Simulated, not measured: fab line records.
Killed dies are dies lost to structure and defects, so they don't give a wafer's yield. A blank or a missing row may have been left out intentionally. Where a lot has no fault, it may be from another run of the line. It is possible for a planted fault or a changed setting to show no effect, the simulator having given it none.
fab line records ; flow ritCmos
[record] lots = 14; wafers = 42; lastDay = 7
route steps=202 shown ACTIVE@1 PLDD@123 NSD@132 M1@202
lots untouched by any fault: they come from a run of this same line in which no faults occurred
startH: hours from the record's first day to the start of the lot's first wafer shown ; waitH: hours elapsed since this lot's preceding step ; " identical to the entry in the row above ; L1.1+2: several wafers, shown together as one row ; - no value present, or no start provided ; * or withheld: withheld ; < > ~ a bound
route shown NAME@n: NAME is a module with steps in the file, n the number in the route of the first one ; usual: mean/standard deviation of fault-free wafers ; same: alike in all rows ; chamber/n: place in a boat ; sites: readings site by site ; _std_site: standard deviation of those values ; _edge_site: inner sites' mean taken away from outer sites' mean ; radiusMm: how far each site lies from the wafer's centre ; mask NAME#n: copy n ; behind: the tool/chamber that last shaped the wafer ; hold: reason for holding the lot/hours on hold/outcome of the hold ; device: names the non-switching transistor (n, p or np) ; end of line: the same wafers' tests at the end of the route ; where a step has no rows: the recipe by itself ; killed: dies lost to structure and defects at the first sort, not the wafer's yield ; map: shows each die of a wafer: x if killed, . if not, _ if none is there
set.NAME: the setting that was run; set.NAME@STEP: the one run at that earlier step ; model.NAME: the simulator's own value behind a step, which no gauge read
one table for each step of the route and one row for each wafer, over a sample of lots
services: the hour from which a tool's chamber was out of use, counted from the record's first day as startH (under 0 if before that day), plus the number of hours and why
[[steps]]
[step RIT_ACTIVE_BOW_MEAS_00]
[recipe] mode = bow
[usual] INCOMING_BOW = 1/6.3
lot.wafer;tool;chamber;startH;waitH;INCOMING_BOW[um]
L539.2;filmMetro-03;-;20.02;-;-6
L539.3;filmMetro-03;-;20.02;-;6
L539.6;filmMetro-03;-;20.02;-;-4
L540.2;filmMetro-02;-;25.02;-;1
L540.4;filmMetro-02;-;25.02;-;1
L540.5;filmMetro-02;-;25.02;-;1
L541.1;filmMetro-03;-;30.00;-;7
L541.3;filmMetro-03;-;30.00;-;-9
L541.6;filmMetro-03;-;30.00;-;1
L542.2;filmMetro-03;-;35.02;-;11
L542.5;filmMetro-03;-;35.02;-;10
L542.6;filmMetro-03;-;35.02;-;8
L543.1;filmMetro-02;-;40.00;-;-4
L543.3;filmMetro-02;-;40.00;-;4
L543.5;filmMetro-02;-;40.00;-;-2
L545.3;filmMetro-01;-;50.04;-;2
L545.5;filmMetro-01;-;50.04;-;4
L545.6;filmMetro-01;-;50.04;-;-1
L548.1;filmMetro-03;-;65.00;-;5
L548.2;filmMetro-03;-;65.00;-;-5
L548.5;filmMetro-03;-;65.00;-;-5
L549.1;filmMetro-03;-;70.00;-;15
L549.3;filmMetro-03;-;70.00;-;7
L549.5;filmMetro-03;-;70.00;-;11
L550.3;filmMetro-03;-;75.04;-;2
L550.4;filmMetro-03;-;75.04;-;2
L550.5;filmMetro-03;-;75.04;-;8
L551.4;filmMetro-02;-;80.06;-;-11
L551.5;filmMetro-02;-;80.06;-;3
L551.6;filmMetro-02;-;80.06;-;3
L552.1;filmMetro-03;-;85.00;-;4
L552.5;filmMetro-03;-;85.00;-;-6
L552.6;filmMetro-03;-;85.00;-;-4
L553.2;filmMetro-03;-;90.02;-;3
L553.3;filmMetro-03;-;90.02;-;-2
L553.6;filmMetro-03;-;90.02;-;-2
L555.2;filmMetro-03;-;100.02;-;7
L555.5;filmMetro-03;-;100.02;-;0
L555.6;filmMetro-03;-;100.02;-;0
L560.3;filmMetro-03;-;125.04;-;6
L560.4;filmMetro-03;-;125.04;-;-8
L560.6;filmMetro-03;-;125.04;-;3
[step RIT_PLDD_STRIP_09]
[recipe] chemistry = O2; timeS = 180; resist = NOVOLAK; platenTempC = withheld; powerW = 500; pressureMtorr = 4000; o2FlowSccm = 4000
[usual] chamberPressureMTorr = 4000/3.6; drypumpMotorCurrentA = 5.8/0.33
lot.wafer;tool;chamber;startH;waitH;chamberPressureMTorr;drypumpMotorCurrentA;rfHoursCounterH
L539.2;plasmaAsher-02;0;55.50;0.1;3997;6.0;25
L539.3;plasmaAsher-02;0;55.50;0.1;4001;6.0;-
L539.6;plasmaAsher-02;1;55.50;0.1;4004;5.3;-
L540.2;plasmaAsher-02;0;62.76;0.1;4004;6.0;26
L540.4;plasmaAsher-02;0;62.76;0.1;4000;6.0;-
L540.5;plasmaAsher-02;0;62.76;0.1;3996;6.0;-
L541.1;plasmaAsher-03;0;67.08;0.1;3992;6.1;42
L541.3;plasmaAsher-03;1;67.08;0.1;4001;5.9;-
L541.6;plasmaAsher-03;1;67.08;0.1;3998;5.9;-
L542.2;plasmaAsher-01;0;70.47;0.1;4000;5.4;41
L542.5;plasmaAsher-01;1;70.47;0.1;3998;6.1;-
L542.6;plasmaAsher-01;0;70.47;0.1;3999;5.4;-
L543.1;plasmaAsher-01;0;73.90;0.1;3996;5.4;42
L543.3;plasmaAsher-01;0;73.90;0.1;4002;5.4;-
L543.5;plasmaAsher-01;0;73.90;0.1;3999;5.4;-
L545.3;plasmaAsher-02;1;84.28;0.1;3999;5.3;-
L545.5;plasmaAsher-02;0;84.28;0.1;4001;6.0;-
L545.6;plasmaAsher-02;1;84.28;0.1;4002;5.3;-
L548.1;plasmaAsher-03;1;98.90;0.1;4003;6.0;46
L548.2;plasmaAsher-03;0;98.90;0.1;4006;6.1;46
L548.5;plasmaAsher-03;0;98.90;0.1;4005;6.1;-
L549.1;plasmaAsher-01;0;103.86;0.1;4005;5.4;43
L549.3;plasmaAsher-01;1;103.86;0.1;4006;6.1;-
L549.5;plasmaAsher-01;0;103.86;0.1;3999;5.4;-
L550.3;plasmaAsher-02;1;108.05;0.1;4005;5.3;-
L550.4;plasmaAsher-02;0;108.05;0.1;3994;6.0;-
L550.5;plasmaAsher-02;0;108.05;0.1;4005;6.0;-
L551.4;plasmaAsher-02;0;114.12;0.1;3999;6.0;-
L551.5;plasmaAsher-02;1;114.12;0.1;3997;5.3;-
L551.6;plasmaAsher-02;0;114.12;0.1;3998;6.0;-
L552.1;plasmaAsher-01;1;117.32;0.1;4000;6.1;45
L552.5;plasmaAsher-01;1;117.32;0.1;4001;6.1;-
L552.6;plasmaAsher-01;0;117.32;0.1;4001;5.4;-
L553.2;plasmaAsher-02;0;124.01;0.1;3992;6.0;33
L553.3;plasmaAsher-02;1;124.01;0.1;3998;5.3;-
L553.6;plasmaAsher-02;1;124.01;0.1;4008;5.3;-
L555.2;plasmaAsher-02;0;133.64;0.1;4001;6.0;34
L555.5;plasmaAsher-02;1;133.64;0.1;4000;5.3;-
L555.6;plasmaAsher-02;0;133.64;0.1;4005;6.0;-
L560.3;plasmaAsher-03;0;163.55;0.1;4005;6.1;-
L560.4;plasmaAsher-03;1;163.55;0.1;4000;6.0;-
L560.6;plasmaAsher-03;1;163.55;0.1;4002;6.0;-
[step RIT_NSD_COAT_01]
[recipe] resist = NOVOLAK; spinRpm = 3250; resistThkNm = 1000
[usual] dispensePressureKPa = 50.6/1.6; spinSpeedRpm = 3250.3/2.1
lot.wafer;tool;chamber;startH;waitH;dispensePressureKPa;spinSpeedRpm
L539.2;lithoTrack-01;0;58.65;0.1;50.7;3251.6
L539.3;lithoTrack-01;0;58.65;0.1;50.7;3250.0
L539.6;lithoTrack-01;0;58.65;0.1;50.7;3247.3
L540.2;lithoTrack-01;0;65.66;0.1;50.7;3250.6
L540.4;lithoTrack-01;0;65.66;0.1;50.7;3246.5
L540.5;lithoTrack-01;0;65.66;0.1;50.7;3248.9
L541.1;lithoTrack-03;0;69.98;0.1;49.5;3249.4
L541.3;lithoTrack-03;0;69.98;0.1;49.5;3248.2
L541.6;lithoTrack-03;0;69.98;0.1;49.5;3247.5
L542.2;lithoTrack-03;0;73.38;0.1;49.5;3249.9
L542.5;lithoTrack-03;0;73.38;0.1;49.5;3251.3
L542.6;lithoTrack-03;0;73.38;0.1;49.5;3249.4
L543.1;lithoTrack-01;0;76.81;0.1;50.7;3245.9
L543.3;lithoTrack-01;0;76.81;0.1;50.7;3250.1
L543.5;lithoTrack-01;0;76.81;0.1;50.7;3250.4
L545.3;lithoTrack-03;0;87.15;0.1;49.5;3251.8
L545.5;lithoTrack-03;0;87.15;0.1;49.5;3250.2
L545.6;lithoTrack-03;0;87.15;0.1;49.5;3252.0
L548.1;lithoTrack-03;0;102.51;0.1;49.5;3254.1
L548.2;lithoTrack-03;0;102.51;0.1;49.5;3254.4
L548.5;lithoTrack-03;0;102.51;0.1;49.5;3250.4
L549.1;lithoTrack-03;0;106.74;0.1;49.4;3247.3
L549.3;lithoTrack-03;0;106.74;0.1;49.4;3250.6
L549.5;lithoTrack-03;0;106.74;0.1;49.5;3251.3
L550.3;lithoTrack-01;0;111.87;0.1;50.8;3245.7
L550.4;lithoTrack-01;0;111.87;0.1;50.7;3253.9
L550.5;lithoTrack-01;0;111.87;0.1;50.7;3250.2
L551.4;lithoTrack-01;0;117.05;0.1;50.7;3373.2
L551.5;lithoTrack-01;0;117.05;0.1;50.7;3372.7
L551.6;lithoTrack-01;0;117.05;0.1;50.7;3373.5
L552.1;lithoTrack-02;0;120.20;0.1;54.4;3249.1
L552.5;lithoTrack-02;0;120.20;0.1;54.5;3248.4
L552.6;lithoTrack-02;0;120.20;0.1;54.5;3248.2
L553.2;lithoTrack-01;0;126.94;0.1;50.8;3374.1
L553.3;lithoTrack-01;0;126.94;0.1;50.7;3377.3
L553.6;lithoTrack-01;0;126.94;0.1;50.7;3373.3
L555.2;lithoTrack-02;0;136.65;0.1;54.5;3248.0
L555.5;lithoTrack-02;0;136.65;0.1;54.5;3250.7
L555.6;lithoTrack-02;0;136.65;0.1;54.5;3251.1
L560.3;lithoTrack-03;0;166.42;0.1;49.5;3251.0
L560.4;lithoTrack-03;0;166.42;0.1;49.4;3250.7
L560.6;lithoTrack-03;0;166.42;0.1;49.5;3252.3
[step RIT_NSD_TW_MEAS_10]
[usual] NSD_TW = 3135/16
lot.wafer;tool;chamber;startH;waitH;NSD_TW
L539.2;filmMetro-02;-;59.97;0.1;3134
L539.3;filmMetro-02;-;59.97;0.1;3128
L539.6;filmMetro-02;-;59.97;0.1;3135
L540.2;filmMetro-02;-;67.17;0.1;3131
L540.4;filmMetro-02;-;67.17;0.1;3139
L540.5;filmMetro-02;-;67.17;0.1;3130
L541.1;filmMetro-02;-;71.19;0.1;3151
L541.3;filmMetro-02;-;71.19;0.1;3118
L541.6;filmMetro-02;-;71.19;0.1;3124
L542.2;filmMetro-02;-;74.70;0.1;3147
L542.5;filmMetro-02;-;74.70;0.1;3150
L542.6;filmMetro-02;-;74.70;0.1;3137
L543.1;filmMetro-01;-;78.02;0.1;3156
L543.3;filmMetro-01;-;78.02;0.1;3158
L543.5;filmMetro-01;-;78.02;0.1;3174
L545.3;filmMetro-02;-;88.46;0.1;3133
L545.5;filmMetro-02;-;88.46;0.1;3143
L545.6;filmMetro-02;-;88.46;0.1;3138
L548.1;filmMetro-01;-;103.85;0.1;3151
L548.2;filmMetro-01;-;103.85;0.1;3158
L548.5;filmMetro-01;-;103.85;0.1;3152
L549.1;filmMetro-01;-;107.95;0.1;3147
L549.3;filmMetro-01;-;107.95;0.1;3152
L549.5;filmMetro-01;-;107.95;0.1;3148
L550.3;filmMetro-03;-;113.06;0.1;3124
L550.4;filmMetro-03;-;113.06;0.1;3116
L550.5;filmMetro-03;-;113.06;0.1;3126
L551.4;filmMetro-02;-;118.41;0.1;3138
L551.5;filmMetro-02;-;118.41;0.1;3139
L551.6;filmMetro-02;-;118.41;0.1;3147
L552.1;filmMetro-02;-;121.53;0.1;3143
L552.5;filmMetro-02;-;121.53;0.1;3142
L552.6;filmMetro-02;-;121.53;0.1;3163
L553.2;filmMetro-01;-;128.14;0.1;3116
L553.3;filmMetro-01;-;128.14;0.1;3130
L553.6;filmMetro-01;-;128.14;0.1;3113
L555.2;filmMetro-02;-;137.97;0.1;3134
L555.5;filmMetro-02;-;137.97;0.1;3138
L555.6;filmMetro-02;-;137.97;0.1;3149
L560.3;filmMetro-02;-;167.60;0.1;3122
L560.4;filmMetro-02;-;167.60;0.1;3125
L560.6;filmMetro-02;-;167.60;0.1;3106
[step RIT_M1_PROBE_99]
[usual] killedAtContacts = 0.1/0.32; killedAtFrontEnd = 6.7/2.9; killedDies = 6.8/2.9; killedOpen = 3.3/1.7; killedShort = 3.4/2.1
[same] grossDies = 264; killed_at_M0_to_M3 = 0; killed_at_M4_up = 0; killedAtBackSide = 0; killedAtOther = 0
lot.wafer;tool;chamber;startH;waitH;killedAtContacts;killedAtFrontEnd;killedDies;killedOpen;killedShort
L539.2;prober-02;-;72.90;0.1;1;7;8;2;6
L539.3;prober-02;-;72.95;0.2;0;6;6;3;3
L539.6;prober-02;-;73.10;0.2;1;7;8;5;3
L540.2;prober-01;-;76.54;0.1;0;11;11;4;7
L540.4;prober-01;-;76.64;0.2;0;8;8;4;4
L540.5;prober-01;-;76.69;0.2;0;5;5;2;3
L541.1;prober-02;-;81.03;0.1;0;7;7;3;4
L541.3;prober-02;-;81.13;0.2;0;7;7;4;3
L541.6;prober-02;-;81.28;0.2;0;6;6;4;2
L542.2;prober-01;-;84.63;0.1;0;8;8;4;4
L542.5;prober-01;-;84.78;0.2;0;8;8;5;3
L542.6;prober-01;-;84.83;0.2;0;11;11;6;5
L543.1;prober-02;-;87.53;0.1;1;3;4;3;1
L543.3;prober-02;-;87.63;0.2;0;10;10;7;3
L543.5;prober-02;-;87.73;0.2;0;4;4;2;2
L545.3;prober-02;-;98.53;0.2;0;6;6;4;2
L545.5;prober-02;-;98.63;0.2;0;10;10;4;6
L545.6;prober-02;-;98.68;0.2;2;10;12;2;10
L548.1;prober-01;-;113.67;0.1;0;3;3;2;1
L548.2;prober-01;-;113.72;0.1;0;11;11;3;6
L548.5;prober-01;-;113.87;0.2;0;7;7;4;3
L549.1;prober-02;-;117.13;0.1;0;5;5;3;2
L549.3;prober-02;-;117.23;0.2;0;5;5;4;1
L549.5;prober-02;-;117.33;0.2;1;4;5;4;1
L550.3;prober-01;-;122.94;0.2;0;6;6;2;4
L550.4;prober-01;-;122.99;0.2;0;4;4;0;4
L550.5;prober-01;-;123.04;0.2;0;8;8;3;5
L551.4;prober-02;-;128.59;0.2;0;5;5;3;2
L551.5;prober-02;-;128.64;0.2;0;3;3;1;2
L551.6;prober-02;-;128.69;0.2;0;10;10;5;5
L552.1;prober-01;-;131.40;0.1;0;3;3;3;0
L552.5;prober-01;-;131.60;0.2;1;7;8;5;3
L552.6;prober-01;-;131.65;0.2;0;6;6;3;3
L553.2;prober-02;-;140.25;0.1;0;9;9;6;2
L553.3;prober-02;-;140.30;0.2;0;5;5;3;2
L553.6;prober-02;-;140.45;0.2;0;10;10;4;6
L555.2;prober-02;-;150.71;0.1;1;8;9;2;7
L555.5;prober-02;-;150.86;0.2;0;4;4;2;2
L555.6;prober-02;-;150.91;0.2;0;8;8;5;3
L560.3;prober-01;-;177.24;0.2;0;6;6;4;2
L560.4;prober-01;-;177.29;0.2;0;3;3;2;1
L560.6;prober-01;-;177.39;0.2;0;7;7;2;5
// killed by level:class
L539.2 SILICIDE:geometricParticle:short=3 FOX1:geometricParticle:short=2 GATE:geometricParticle:short=1 REOX:geometricParticle:open=1 CONTACT:geometricParticle:open=1
L539.3 GATE:geometricParticle:short=2 FOX2:geometricParticle:short=1 GATE:geometricParticle:open=1 REOX:geometricParticle:open=1 SILICIDE:geometricParticle:open=1
L539.6 REOX:geometricParticle:open=3 FOX1:geometricParticle:short=1 GATE:geometricParticle:short=1 REOX:geometricParticle:short=1 SILICIDE:geometricParticle:open=1 CONTACT:geometricParticle:open=1
L540.2 GATE:geometricParticle:short=5 GATE:geometricParticle:open=4 FOX1:geometricParticle:short=1 SPACER:geometricParticle:short=1
L540.4 GATE:geometricParticle:open=3 GATE:geometricParticle:short=2 SPACER:geometricParticle:short=2 SILICIDE:geometricParticle:open=1
L540.5 GATE:geometricParticle:open=2 GATE:geometricParticle:short=2 REOX:geometricParticle:short=1
L541.1 FOX1:geometricParticle:short=2 FOX2:geometricParticle:short=1 FOX1:geometricParticle:open=1 FOX2:geometricParticle:open=1 SPACER:geometricParticle:open=1 SILICIDE:geometricParticle:short=1
L541.3 REOX:geometricParticle:open=2 FOX1:geometricParticle:short=1 FOX1:geometricParticle:open=1 GATE:geometricParticle:open=1 GATE:geometricParticle:short=1 REOX:geometricParticle:short=1
L541.6 SILICIDE:geometricParticle:short=2 SILICIDE:geometricParticle:open=2 FOX1:geometricParticle:open=1 REOX:geometricParticle:open=1
L542.2 FOX1:geometricParticle:open=2 FOX1:geometricParticle:short=2 GATE:geometricParticle:short=2 SILICIDE:geometricParticle:open=2
L542.5 GATE:geometricParticle:open=3 FOX1:geometricParticle:short=1 FOX1:geometricParticle:open=1 SILICIDE:geometricParticle:open=1 GATE:geometricParticle:short=1 REOX:geometricParticle:short=1
L542.6 GATE:geometricParticle:open=5 GATE:geometricParticle:short=2 SILICIDE:geometricParticle:short=2 FOX1:geometricParticle:open=1 REOX:geometricParticle:short=1
L543.1 GATE:geometricParticle:short=1 GATE:geometricParticle:open=1 SILICIDE:geometricParticle:open=1 CONTACT:geometricParticle:open=1
L543.3 GATE:geometricParticle:open=5 GATE:geometricParticle:short=2 REOX:geometricParticle:open=1 REOX:geometricParticle:short=1 SPACER:geometricParticle:open=1
L543.5 GATE:geometricParticle:short=2 FOX1:geometricParticle:open=1 SPACER:geometricParticle:open=1
L545.3 FOX2:geometricParticle:open=1 GATE:geometricParticle:short=1 REOX:geometricParticle:open=1 SPACER:geometricParticle:short=1 SPACER:geometricParticle:open=1 SILICIDE:geometricParticle:open=1
L545.5 SPACER:geometricParticle:short=4 GATE:geometricParticle:short=2 SPACER:geometricParticle:open=2 REOX:geometricParticle:open=1 SILICIDE:geometricParticle:open=1
L545.6 REOX:geometricParticle:short=3 SPACER:geometricParticle:short=3 FOX1:geometricParticle:short=1 GATE:geometricParticle:short=1 REOX:geometricParticle:open=1 SILICIDE:geometricParticle:short=1 CONTACT:geometricParticle:open=1 CONTACT:geometricParticle:short=1
L548.1 REOX:geometricParticle:open=2 FOX1:geometricParticle:short=1
L548.2 GATE:geometricParticle:short=2 REOX:geometricParticle:short=2 NRETRO:coatMicrobubblePrinted=2 FOX1:geometricParticle:short=1 FOX2:geometricParticle:open=1 GATE:geometricParticle:open=1 REOX:geometricParticle:open=1 SPACER:geometricParticle:short=1
L548.5 FOX1:geometricParticle:open=2 FOX1:geometricParticle:short=1 GATE:geometricParticle:short=1 REOX:geometricParticle:short=1 REOX:geometricParticle:open=1 SILICIDE:geometricParticle:open=1
L549.1 SILICIDE:geometricParticle:short=2 SILICIDE:geometricParticle:open=2 GATE:geometricParticle:open=1
L549.3 GATE:geometricParticle:open=2 FOX1:geometricParticle:open=1 REOX:geometricParticle:open=1 REOX:geometricParticle:short=1
L549.5 SILICIDE:geometricParticle:open=2 GATE:geometricParticle:open=1 GATE:geometricParticle:short=1 CONTACT:geometricParticle:open=1
L550.3 GATE:geometricParticle:short=2 REOX:geometricParticle:short=2 FOX2:geometricParticle:open=1 SILICIDE:geometricParticle:open=1
L550.4 FOX1:geometricParticle:short=2 GATE:geometricParticle:short=1 SPACER:geometricParticle:short=1
L550.5 GATE:geometricParticle:short=2 FOX1:geometricParticle:short=1 FOX1:geometricParticle:open=1 FOX2:geometricParticle:short=1 FOX2:geometricParticle:open=1 GATE:geometricParticle:open=1 SPACER:geometricParticle:short=1
L551.4 GATE:geometricParticle:open=2 REOX:geometricParticle:short=1 SILICIDE:geometricParticle:open=1 SILICIDE:geometricParticle:short=1
L551.5 GATE:geometricParticle:short=1 REOX:geometricParticle:short=1 REOX:geometricParticle:open=1
L551.6 GATE:geometricParticle:open=3 GATE:geometricParticle:short=3 FOX2:geometricParticle:open=2 FOX1:geometricParticle:short=1 SPACER:geometricParticle:short=1
L552.1 FOX2:geometricParticle:open=1 GATE:geometricParticle:open=1 SILICIDE:geometricParticle:open=1
L552.5 GATE:geometricParticle:open=2 REOX:geometricParticle:short=2 FOX1:geometricParticle:open=1 GATE:geometricParticle:short=1 SILICIDE:geometricParticle:open=1 CONTACT:geometricParticle:open=1
L552.6 REOX:geometricParticle:short=2 SPACER:geometricParticle:open=2 FOX1:geometricParticle:open=1 SPACER:geometricParticle:short=1
L553.2 GATE:geometricParticle:open=3 FOX1:geometricParticle:open=1 GATE:geometricParticle:short=1 REOX:geometricParticle:short=1 REOX:geometricParticle:open=1 SPACER:geometricParticle:open=1 NLDD:coatMicrobubblePrinted=1
L553.3 GATE:geometricParticle:open=2 FOX1:geometricParticle:short=1 GATE:geometricParticle:short=1 SILICIDE:geometricParticle:open=1
L553.6 SPACER:geometricParticle:short=3 SILICIDE:geometricParticle:open=2 FOX1:geometricParticle:short=1 GATE:geometricParticle:open=1 REOX:geometricParticle:short=1 SPACER:geometricParticle:open=1 SILICIDE:geometricParticle:short=1
L555.2 GATE:geometricParticle:short=2 SILICIDE:geometricParticle:short=2 SILICIDE:geometricParticle:open=2 FOX2:geometricParticle:short=1 SPACER:geometricParticle:short=1 CONTACT:geometricParticle:short=1
L555.5 REOX:geometricParticle:short=2 GATE:geometricParticle:open=1 SPACER:geometricParticle:open=1
L555.6 GATE:geometricParticle:open=3 FOX1:geometricParticle:open=1 FOX2:geometricParticle:short=1 REOX:geometricParticle:open=1 REOX:geometricParticle:short=1 SPACER:geometricParticle:short=1
L560.3 SPACER:geometricParticle:open=2 FOX2:geometricParticle:open=1 GATE:geometricParticle:short=1 REOX:geometricParticle:open=1 SPACER:geometricParticle:short=1
L560.4 FOX2:geometricParticle:open=1 REOX:geometricParticle:short=1 SPACER:geometricParticle:open=1
L560.6 FOX1:geometricParticle:short=3 FOX2:geometricParticle:open=1 GATE:geometricParticle:short=1 SPACER:geometricParticle:open=1 SILICIDE:geometricParticle:short=1
[[services]]
tool;chamber;startH;hours;kind
plasmaAsher-02;-;33.23;0.7;repair
plasmaAsher-01;-;74.94;15.6;pm
plasmaAsher-01;-;106.05;2.8;repair
plasmaAsher-02;-;116.39;3.3;repair
plasmaAsher-02;-;165.16;0.5;repair
[[key]]
[firstSign] step = RIT_NSD_COAT_01; reading = spinSpeedRpm; direction = up; sigmas = 60; usual = 3250.3; struck = 3374.0
effect none on later readings
metAt RIT_NSD_COAT_01
struckLots L551,L553
testerLeftOut L551,L553
notActingAt RIT_ACTIVE_BOW_MEAS_00,RIT_PLDD_STRIP_09,RIT_NSD_TW_MEAS_10
onsetBetween 111.87 117.05
[fault] kind = processParameterDrift; tool = lithoTrack-01; chamber = -; onsetH = 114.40; steps = RIT_NSD_COAT_01; channel = spinRpm; offset = 124.23; shape = step; endH = 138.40; actsIn = theseRecipesOnly; stated = 3250
// testerLeftOut: of these lots the tester's yield and bins aren't shown, on N5 and GAA mostly nor the transistor test; their killed dies are dies lost to structure and defects alone, not to doping, threshold or leakage, so they don't give the yield
